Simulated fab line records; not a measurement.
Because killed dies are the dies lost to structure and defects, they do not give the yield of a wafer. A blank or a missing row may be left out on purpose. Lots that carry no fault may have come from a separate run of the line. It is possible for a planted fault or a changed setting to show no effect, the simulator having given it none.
Which tool is to blame? -- flow berkeley_cmos170 -- 42 wafers from 14 lots sampled at 3 of the route's 331 steps

== WHAT EACH GAUGE READ, for each wafer ==
UCB170_PLDD_OVL_MEAS_07.
lot,measured,on,PLDD_OVL (nm)
L773,day 7 10:31,overlay-02,12 3 11
L774,day 7 10:50,overlay-02,-2 2 -1
L776,day 7 23:13,overlay-01,9 8 5
L778,day 8 11:13,overlay-01,-3 -7 -3
L780,day 8 11:52,overlay-01,2 1 1
L779,day 8 14:41,overlay-02,2 0 -5
L781,day 9 00:49,overlay-01,-2 -5 -4
L786,day 10 01:08,overlay-02,-10 -2 -6
L788,day 10 05:21,overlay-01,-3 -4 -3
L787,day 10 06:04,overlay-01,-1 -7 3
L791,day 10 06:53,overlay-02,3 -2 -1
L793,day 11 07:26,overlay-01,3 -5 3
L794,day 11 07:37,overlay-02,-3 -2 0
L795,day 11 20:58,overlay-02,4 2 -2

UCB170_M3_OVL_MEAS_16.
lot,measured,on,M3_OVL (nm)
L773,day 8 21:42,overlay-01,-6 -6 -6
L774,day 8 23:16,overlay-01,-6 -4 -11
L776,day 9 12:24,overlay-02,-1 -6 2
L778,day 10 08:31,overlay-01,-2 0 -2
L780,day 10 01:35,overlay-02,2 -6 0
L779,day 10 03:16,overlay-02,6 2 4
L781,day 10 14:09,overlay-02,8 1 3
L786,day 11 12:27,overlay-01,-4 -2 -3
L788,day 11 13:15,overlay-02,0 3 2
L787,day 11 15:43,overlay-02,-1 -9 -4
L791,day 11 19:34,overlay-01,-5 -4 -4
L793,day 12 18:52,overlay-01,-11 -7 -9
L794,day 12 18:28,overlay-02,0 0 -1
L795,day 13 11:33,overlay-02,-2 -1 1

== EACH LOT AND THE TOOL THAT RAN IT (in order: tool; ch and the chambers of the sampled wafers; start) ==
lot,UCB170_V1_STRIP_15
L773,"plasma_asher-01 ch 0,1, day 8 14:01"
L774,"plasma_asher-03 ch 0,1, day 8 14:48"
L776,"plasma_asher-04 ch 0,1, day 9 03:39"
L778,"plasma_asher-03 ch 0,1, day 9 22:03"
L780,"plasma_asher-04 ch 0,1, day 9 17:20"
L779,"plasma_asher-04 ch 0,1, day 9 18:25"
L781,"plasma_asher-03 ch 0,1, day 10 04:26"
L786,"plasma_asher-01 ch 0,1, day 11 02:40"
L788,"plasma_asher-01 ch 0,1, day 11 05:05"
L787,"plasma_asher-01 ch 0,1, day 11 07:55"
L791,"plasma_asher-03 ch 0,1, day 11 11:44"
L793,"plasma_asher-03 ch 0,1, day 12 10:47"
L794,"plasma_asher-04 ch 0,1, day 12 10:37"
L795,"plasma_asher-01 ch 0,1, day 13 01:54"
- UCB170_V1_STRIP_15: strips in O2.

== WHAT THE TOOLS THEMSELVES READ (means of the sampled wafers that have a number; where no wafer has one, the mark that the record gives instead) ==
UCB170_V1_STRIP_15.
lot,tool,drypump_motor_current_A (A),oes_product_au (a.u.),strip_time_to_endpoint_s (s)
L773,plasma_asher-01,5.7,0.718,15.44
L774,plasma_asher-03,5.5,0.720,15.41
L776,plasma_asher-04,5.7,0.719,15.32
L778,plasma_asher-03,5.5,0.719,15.34
L780,plasma_asher-04,5.8,0.724,15.31
L779,plasma_asher-04,5.8,0.718,15.28
L781,plasma_asher-03,5.5,0.723,15.32
L786,plasma_asher-01,5.8,0.727,15.39
L788,plasma_asher-01,5.8,0.720,15.26
L787,plasma_asher-01,5.7,0.722,15.30
L791,plasma_asher-03,5.5,0.719,15.32
L793,plasma_asher-03,5.5,0.721,15.27
L794,plasma_asher-04,5.7,0.725,15.19
L795,plasma_asher-01,5.8,0.721,15.31

== THE ANSWER, worked out from the rows above alone ==
Rule: the lots themselves supply what counts as usual. Put in order of their means at a reading, lots are off if they are a third of the lots or fewer, leave a main group of 4 or more, and stand apart from it by a gap of 3 or more times the standard deviation of the main group's means; of several such gaps the widest counts. The tables above print the reading to a certain number of digits; a main group whose means all agree to those digits is not used. A lot without any number at a reading at which 4 lots or more have one is off too. All remaining lots with rows at the step are treated as sound. First the gauges in route order, then the tools' own readings, where a lot's mean is used as printed above. The first step at which some lot is off is used, and at that step the reading that is off furthest; a lot without a number counts as furthest.
Nothing can be told from this: no lot is off at any reading shown.

== WHAT THE SIMULATOR HAD PUT IN ==
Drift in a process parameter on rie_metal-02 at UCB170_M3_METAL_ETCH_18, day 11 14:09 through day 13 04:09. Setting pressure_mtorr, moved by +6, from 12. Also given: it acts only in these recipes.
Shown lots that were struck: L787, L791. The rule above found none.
